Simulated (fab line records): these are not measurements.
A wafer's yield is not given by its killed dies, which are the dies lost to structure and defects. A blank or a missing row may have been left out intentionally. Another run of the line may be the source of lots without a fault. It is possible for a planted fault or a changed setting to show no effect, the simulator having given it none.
Split-lot study + flow berkeley cmos170 + route with 331 steps; 5 lots, 23 wafers read

== THE SPLIT ==
At UCB170_BACKSIDE_STRIP_03 (strips in O2), the setting power w was moved away from the recipe's 400 W on 8 of the 23 wafers read, by -8.0% to +9.3%. For the rest of the wafers, this setting stayed at what the recipe calls for.

The split's own step is where the reading is taken.

== THE READING ==
oes product au, in a.u., at UCB170_BACKSIDE_STRIP_03 (strips in O2). On this fab line, fault-free wafers typically give 0.735 a.u. with a standard deviation of 0.0049 a.u.

| wafer  | tool, chamber at the split | power w as run, W | against the recipe | oes product au, a.u. | against lot-mates on the recipe |
|--------|----------------------------|-------------------|--------------------|----------------------|---------------------------------|
| L079.2 | plasma asher-02, 1         | 367.9             | -8.0%              | 0.710                | -0.024                          |
| L079.3 | plasma asher-02, 1         | 400               | recipe             | 0.733                | -                               |
| L079.4 | plasma asher-02, 0         | 367.9             | -8.0%              | 0.707                | -0.027                          |
| L079.5 | plasma asher-02, 1         | 400               | recipe             | 0.741                | -                               |
| L079.6 | plasma asher-02, 0         | 400               | recipe             | 0.729                | -                               |
| L081.1 | plasma asher-03, 0         | 426.3             | +6.6%              | 0.769                | +0.030                          |
| L081.2 | plasma asher-03, 1         | 426.3             | +6.6%              | 0.757                | +0.018                          |
| L081.3 | plasma asher-03, 1         | 400               | recipe             | 0.742                | -                               |
| L081.4 | plasma asher-03, 0         | 400               | recipe             | 0.736                | -                               |
| L081.6 | plasma asher-03, 0         | 426.3             | +6.6%              | 0.756                | +0.017                          |
| L083.1 | plasma asher-02, 1         | 400               | recipe             | 0.731                | -                               |
| L083.4 | plasma asher-02, 1         | 400               | recipe             | 0.737                | -                               |
| L083.5 | plasma asher-02, 0         | 400               | recipe             | 0.741                | -                               |
| L084.2 | plasma asher-02, 0         | 400               | recipe             | 0.735                | -                               |
| L084.3 | plasma asher-02, 0         | 400               | recipe             | 0.732                | -                               |
| L084.4 | plasma asher-02, 1         | 400               | recipe             | 0.740                | -                               |
| L084.5 | plasma asher-02, 1         | 400               | recipe             | 0.725                | -                               |
| L084.6 | plasma asher-02, 0         | 400               | recipe             | 0.735                | -                               |
| L085.1 | plasma asher-02, 0         | 437.1             | +9.3%              | 0.777                | +0.040                          |
| L085.2 | plasma asher-02, 1         | 400               | recipe             | 0.739                | -                               |
| L085.3 | plasma asher-02, 1         | 400               | recipe             | 0.735                | -                               |
| L085.4 | plasma asher-02, 0         | 437.1             | +9.3%              | 0.774                | +0.037                          |
| L085.5 | plasma asher-02, 0         | 437.1             | +9.3%              | 0.773                | +0.036                          |

THE FIT
A straight line over all 23 wafers: oes product au changes by +0.00387 a.u. for each +1% of power w; r = +0.97; the points scatter about the line by 0.0049 a.u.
The same after taking each lot's own level away (the mean of its wafers on the recipe; 23 wafers): +0.00363 a.u. for each +1%; r = +0.96; scatter 0.0047 a.u.
On that fit, the largest move of power w shifts the reading by 0.034 a.u.
The lots' own levels span 0.7334 to 0.7390 a.u., that is 1.1 times the standard deviation above.
The two slopes agree, so the slope changes little with the lot-to-lot level.
Check: +0.0329 a.u. against its lot-mates is what the line predicts for one of the wafers moved furthest among these (+9.3%) when that wafer is left out of the fit. Against them it came out at +0.04 a.u.
Tool readings at the split's step, against how far the setting was moved: oes product au r = +0.97; strip time to endpoint s r = -1.00.

== THE OTHER SPLITS THESE WAFERS WENT THROUGH ==
Before the reading, these wafers also passed through other splits. Each is held against what the fit with the lots' levels taken away leaves over:
| other split on the same wafers   | wafers away from the commonest value | r with oes product au (lot level and that fit taken away) |
|----------------------------------|--------------------------------------|-----------------------------------------------------------|
| UCB170_GATE_COAT_07 spin rpm     | 10                                   | -0.09                                                     |
| UCB170_PLDD_PEB_04 peb temp c    | 11                                   | -0.21                                                     |
| UCB170_NLDD_PEB_04 peb temp c    | 6                                    | -0.18                                                     |
| UCB170_PSD_EXPOSE_03 dose mj     | 11                                   | -0.04                                                     |
| UCB170_PSD_IMPLANT_08 dose cm2   | 7                                    | -0.17                                                     |
| UCB170_NSD_IMPLANT_08 energy kev | 7                                    | -0.28                                                     |

== THE WHOLE CHAIN: every reading that the file lists as answering this split, in the file's order ==
| step                     | what it does | reading                  | change (the file's fit)                   | r (the file's) |
|--------------------------|--------------|--------------------------|-------------------------------------------|----------------|
| UCB170_BACKSIDE_STRIP_03 | strips in O2 | oes product au           | +0.00363 a.u. for each +1% of the setting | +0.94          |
| UCB170_BACKSIDE_STRIP_03 | strips in O2 | strip time to endpoint s | withheld for each +1% of the setting      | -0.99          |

== FILE'S OWN FIT ==
oes product au changes by +0.00363 a.u. for each +1% of power w, r = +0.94.
